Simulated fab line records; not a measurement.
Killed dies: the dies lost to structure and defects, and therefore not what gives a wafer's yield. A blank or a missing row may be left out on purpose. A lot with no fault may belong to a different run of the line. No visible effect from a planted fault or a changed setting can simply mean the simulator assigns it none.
A single fault, viewed from 2 desks | flow berkeleyCmos170 | each desk has only its own numbers; what lay behind them comes last

## FOR THE TOOL OWNER'S DESK: pecvd-04
The tool's own readings at UCB170_SPACER_CVD_00 (deposits SiO2 from TEOS/O2, target thk 376 nm, time 47 s): means of the sampled wafers that have a number, for each lot that ran on this tool. The brackets show how far a lot's mean lies from the usual mean; more than 4 standard deviations puts the lot out of limits, marked OUT.
Columns: A = heaterPowerW at UCB170_SPACER_CVD_00, usual 282 W; B = susceptorTempC at UCB170_SPACER_CVD_00, usual 390.01 C
lot  | first seen here | A   | B
L889 | day 7 18:59     | 236 | 389.78
L894 | day 8 22:55     | 253 | 390.03
L900 | day 10 07:38    | 298 | 389.97
Finding of this desk: none of the 3 lots has anything out of limits.

## AT THE METROLOGY DESK
What the gauges read for every lot (on any tool): the sampled wafers with a number, averaged. The brackets show how far a lot's mean lies from the usual mean; more than 4 standard deviations puts the lot out of limits, marked OUT.
Columns: A = SPACER_TEOS_THK at UCB170_SPACER_THK_MEAS_01, usual 378 nm
lot  | first seen here | A
L887 | day 7 02:23     | 380
L890 | day 7 18:11     | 382
L891 | day 7 18:30     | 376
L889 | day 7 19:02     | 380
L888 | day 7 19:37     | 379
L886 | day 7 19:38     | 375
L895 | day 8 22:36     | 375
L894 | day 8 22:58     | 379
L900 | day 10 07:42    | 393
L903 | day 11 06:19    | 371
L907 | day 11 13:28    | 379
L909 | day 12 04:20    | 374
L908 | day 12 05:29    | 377
Finding of this desk: none of the 13 lots has anything out of limits.

## ALL TOGETHER
The tool owner's desk saw nothing out of limits.
At the metrology desk, nothing out of limits was observed.

## WHAT HAD BEEN PUT IN BY THE SIMULATOR
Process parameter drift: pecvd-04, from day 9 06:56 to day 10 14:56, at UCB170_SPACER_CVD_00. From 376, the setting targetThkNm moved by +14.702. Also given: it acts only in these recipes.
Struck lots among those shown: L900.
